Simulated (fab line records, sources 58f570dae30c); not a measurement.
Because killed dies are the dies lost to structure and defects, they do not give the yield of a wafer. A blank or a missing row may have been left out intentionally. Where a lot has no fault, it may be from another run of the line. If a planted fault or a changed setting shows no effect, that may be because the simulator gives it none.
Which tool was responsible?	flow berkeley_cmos170	21 wafers from 7 lots sampled at 3 of the route's 331 steps

== WHAT THE GAUGES SHOWED, per wafer ==
UCB170_PWELL_THK_MEAS_06.
lot	measured	on	PWELL_NITRIDE_THK (nm)
L469	day 4 11:21	film_metro-01	221.5 221.1 222.3
L471	day 4 11:20	film_metro-02	222.3 223.7 223.2
L473	day 5 10:44	film_metro-01	217.7 219.8 219.2
L474	day 5 19:55	film_metro-03	220.4 217.8 219.5
L477	day 5 19:56	film_metro-01	222.5 221.8 221.6
L478	day 5 23:20	film_metro-02	218.0 220.1 220.7
L481	day 6 04:47	film_metro-01	161.0 160.0 160.6 161.1 160.1 160.7

== EACH LOT AND THE TOOL THAT RAN IT (in order: tool; ch and the chambers of the sampled wafers; start) ==
lot	UCB170_ZERO_ETCH_06	UCB170_PWELL_CVD_05
L469	rie_diel-04 ch 0,3, day 2 15:14	lpcvd-01 ch 1, day 4 09:25
L471	rie_diel-02 ch 0,1,2, day 3 00:55	lpcvd-01 ch 1, day 4 09:25
L473	rie_diel-03 ch 1,3, day 3 11:58	lpcvd-02 ch 1, day 5 07:51
L474	rie_diel-02 ch 2,3, day 4 02:24	lpcvd-02 ch 0, day 5 17:02
L477	rie_diel-04 ch 0,3, day 4 13:07	lpcvd-02 ch 1, day 5 17:02
L478	rie_diel-04 ch 0,2, day 4 17:45	lpcvd-01 ch 0, day 5 21:25
L481	rie_diel-02 ch 0,3, day 5 05:41	lpcvd-01 ch 1, day 6 02:50
- UCB170_ZERO_ETCH_06: etches SiO2 in CHF3/CF4/Ar, time 12 s.
- UCB170_PWELL_CVD_05: deposits Si3N4 from SiH2Cl2/NH3, target thk 220 nm, time 3300 s.

== THE ANSWER, worked out from the rows above alone ==
Rule: usual is defined by the lots themselves. Put in order of their means at a reading, lots are off if they are a third of the lots or fewer, leave a main group of 4 or more, and stand apart from it by a gap of 3 or more times the standard deviation of the main group's means; of several such gaps the widest counts. Not used: any main group whose means are identical at the precision the tables above print for the reading. A lot without any number at a reading at which 4 lots or more have one is off too. The other lots that the step has rows for count as sound.
Off: at UCB170_PWELL_THK_MEAS_06 (PWELL_NITRIDE_THK), L481. For the main group the mean is 220.7 nm and the standard deviation 1.6.
A tool fits if, at a process step before that reading, it ran every lot that is off, and no sound lot after the first of them. Gauges at UCB170_PWELL_THK_MEAS_06: tried the same way as those tools. Can't be told from this: 3 tools fit, rie_diel-02 at UCB170_ZERO_ETCH_06, lpcvd-01 at UCB170_PWELL_CVD_05, film_metro-01 at UCB170_PWELL_THK_MEAS_06.

== WHAT THE SIMULATOR PUT IN ==
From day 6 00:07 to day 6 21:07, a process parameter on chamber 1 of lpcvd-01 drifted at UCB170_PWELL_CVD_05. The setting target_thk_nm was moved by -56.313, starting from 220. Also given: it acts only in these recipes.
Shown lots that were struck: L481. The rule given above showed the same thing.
